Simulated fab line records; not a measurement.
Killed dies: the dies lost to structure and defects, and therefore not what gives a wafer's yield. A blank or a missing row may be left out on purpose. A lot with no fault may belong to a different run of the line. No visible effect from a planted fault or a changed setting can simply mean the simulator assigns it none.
Matching of chambers || flow berkeley cmos170 || UCB170_V2_CMP_02 on cmp-01: 4 sister chambers
The step polishes SiO2. 18 wafers are shown with their chamber, then 9 later ones without.

## EACH WAFER AND ITS CHAMBER
{"wafer": "L467.1", "chamber": 1, "motor current A (A)": 20.3, "head pressure psi (psi)": 5.975}
{"wafer": "L467.3", "chamber": 0, "motor current A (A)": 18.0, "head pressure psi (psi)": 5.977}
{"wafer": "L467.4", "chamber": 2, "motor current A (A)": 14.8, "head pressure psi (psi)": 5.994}
{"wafer": "L465.1", "chamber": 0, "motor current A (A)": 19.0, "head pressure psi (psi)": 6.002}
{"wafer": "L465.2", "chamber": 3, "motor current A (A)": 17.2, "head pressure psi (psi)": 5.994}
{"wafer": "L465.4", "chamber": 2, "motor current A (A)": 14.4, "head pressure psi (psi)": 6.003}
{"wafer": "L464.2", "chamber": 3, "motor current A (A)": 18.0, "head pressure psi (psi)": 6.010}
{"wafer": "L464.3", "chamber": 1, "motor current A (A)": 20.8, "head pressure psi (psi)": 5.981}
{"wafer": "L464.5", "chamber": 1, "motor current A (A)": 20.9, "head pressure psi (psi)": 5.981}
{"wafer": "L469.2", "chamber": 3, "motor current A (A)": 17.9, "head pressure psi (psi)": 5.997}
{"wafer": "L469.3", "chamber": 2, "motor current A (A)": 14.5, "head pressure psi (psi)": 6.010}
{"wafer": "L469.6", "chamber": 2, "motor current A (A)": 15.2, "head pressure psi (psi)": 6.005}
{"wafer": "L468.3", "chamber": 3, "motor current A (A)": 18.2, "head pressure psi (psi)": 6.033}
{"wafer": "L468.4", "chamber": 2, "motor current A (A)": 15.0, "head pressure psi (psi)": 5.979}
{"wafer": "L468.5", "chamber": 1, "motor current A (A)": 20.7, "head pressure psi (psi)": 5.986}
{"wafer": "L470.3", "chamber": 0, "motor current A (A)": 18.9, "head pressure psi (psi)": 6.002}
{"wafer": "L470.5", "chamber": 1, "motor current A (A)": 20.0, "head pressure psi (psi)": 5.988}
{"wafer": "L470.6", "chamber": 2, "motor current A (A)": 14.6, "head pressure psi (psi)": 5.989}

SIGNATURES (averages over the wafers above)
{"reading": "motor current A", "chamber 0": 18.633, "chamber 1": 20.540, "chamber 2": 14.750, "chamber 3": 17.825, "scatter within a chamber": 0.398}
{"reading": "head pressure psi", "chamber 0": 5.99367, "chamber 1": 5.98220, "chamber 2": 5.99667, "chamber 3": 6.00850, "scatter within a chamber": 0.0123}
Rule: distance of a wafer from a chamber = root of the sum over the readings of ((wafer's reading minus chamber's mean) / reading's scatter) squared. If the next closest chamber is less than 2 further off than the closest, the wafer can't be placed; otherwise it belongs to the closest. The scatter: the root of (the sum of the squares of (reading less its chamber's mean) over the shown wafers, divided by (wafers less chambers)).

## WAFERS WITHOUT THEIR CHAMBER
{"wafer": "L483.1", "motor current A (A)": 18.7, "head pressure psi (psi)": 6.009}
{"wafer": "L483.4", "motor current A (A)": 20.1, "head pressure psi (psi)": 6.004}
{"wafer": "L483.5", "motor current A (A)": 13.7, "head pressure psi (psi)": 6.003}
{"wafer": "L485.1", "motor current A (A)": 17.8, "head pressure psi (psi)": 5.970}
{"wafer": "L485.2", "motor current A (A)": 15.5, "head pressure psi (psi)": 5.992}
{"wafer": "L485.6", "motor current A (A)": 19.0, "head pressure psi (psi)": 5.996}
{"wafer": "L486.1", "motor current A (A)": 21.0, "head pressure psi (psi)": 6.007}
{"wafer": "L486.2", "motor current A (A)": 18.2, "head pressure psi (psi)": 5.993}
{"wafer": "L486.3", "motor current A (A)": 14.3, "head pressure psi (psi)": 6.008}

## THE CHAMBER EACH PASSED THROUGH
{"wafer": "L483.1", "from the rows above": "can't be placed: 0 or 3", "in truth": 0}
{"wafer": "L483.4", "from the rows above": "can't be placed: 1 or 0", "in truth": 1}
{"wafer": "L483.5", "from the rows above": 2, "in truth": 2}
{"wafer": "L485.1", "from the rows above": "can't be placed: 0 or 3", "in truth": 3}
{"wafer": "L485.2", "from the rows above": 2, "in truth": 2}
{"wafer": "L485.6", "from the rows above": 0, "in truth": 0}
{"wafer": "L486.1", "from the rows above": 1, "in truth": 1}
{"wafer": "L486.2", "from the rows above": "can't be placed: 0 or 3", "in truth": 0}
{"wafer": "L486.3", "from the rows above": 2, "in truth": 2}
Placed correctly: 5 of 9. From these rows, 4 cannot be placed; in 4 the true chamber is one of the candidates. Number placed wrongly: 0.
